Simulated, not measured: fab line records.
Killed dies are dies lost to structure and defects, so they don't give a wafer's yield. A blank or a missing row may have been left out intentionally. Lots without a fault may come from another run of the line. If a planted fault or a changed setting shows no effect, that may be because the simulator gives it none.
Chamber matching | flow berkeley-cmos170 | 4 sister chambers for UCB170_V2_CMP_02 on cmp-02
The step polishes SiO2. 8 wafers are shown with their chamber, then 10 later ones without.

== WAFERS WITH THEIR CHAMBER ==
wafer  | chamber | motor-current-A (A) | platen-rpm (rpm)
L519.6 | 3       | 15.1                | 60.06
L517.2 | 2       | 18.6                | 60.02
L517.6 | 1       | 15.3                | 60.03
L518.1 | 3       | 15.5                | 59.90
L518.5 | 1       | 15.6                | 59.98
L518.6 | 0       | 15.8                | 59.95
L520.1 | 0       | 16.1                | 60.07
L520.2 | 2       | 18.0                | 60.01

== WAFERS WHOSE CHAMBER IS MISSING ==
wafer  | motor-current-A (A) | platen-rpm (rpm)
L520.6 | 16.0                | 59.96
L522.2 | 15.4                | 59.95
L522.4 | 18.5                | 59.95
L522.5 | 15.9                | 59.98
L530.3 | 15.5                | 59.99
L530.5 | 15.7                | 59.93
L530.6 | 14.9                | 60.08
L531.2 | 19.9                | 59.99
L531.3 | 14.8                | 60.07
L531.6 | 15.9                | 60.03

== EACH ONE'S CHAMBER ==
wafer  | from the rows above          | in truth
L520.6 | can't be placed: 0 or 1 or 3 | 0
L522.2 | can't be placed: 3 or 1 or 0 | 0
L522.4 | 2                            | 2
L522.5 | can't be placed: 0 or 1 or 3 | 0
L530.3 | can't be placed: 1 or 3 or 0 | 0
L530.5 | can't be placed: 1 or 0 or 3 | 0
L530.6 | can't be placed: 3 or 1 or 0 | 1
L531.2 | 2                            | 2
L531.3 | can't be placed: 3 or 1 or 0 | 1
L531.6 | can't be placed: 0 or 1 or 3 | 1
Correct placement for 2 of the 10. Unplaceable from these rows: 8, with the true chamber sitting among the candidates in 8. 0 placed wrongly.
How it was worked out, from the rows above alone: a wafer's distance from a chamber is the root of the sum, over the readings, of the square of ((its reading less the chamber's mean) divided by the reading's scatter). If the next closest chamber is less than 2 further off than the closest, the wafer can't be placed; otherwise it belongs to the closest. The mean given for a chamber averages the wafers shown for that chamber. How the scatter is found: for the shown wafers, subtract from each reading the mean of its chamber, square and add these, divide the total by (wafers less chambers), then take the root.
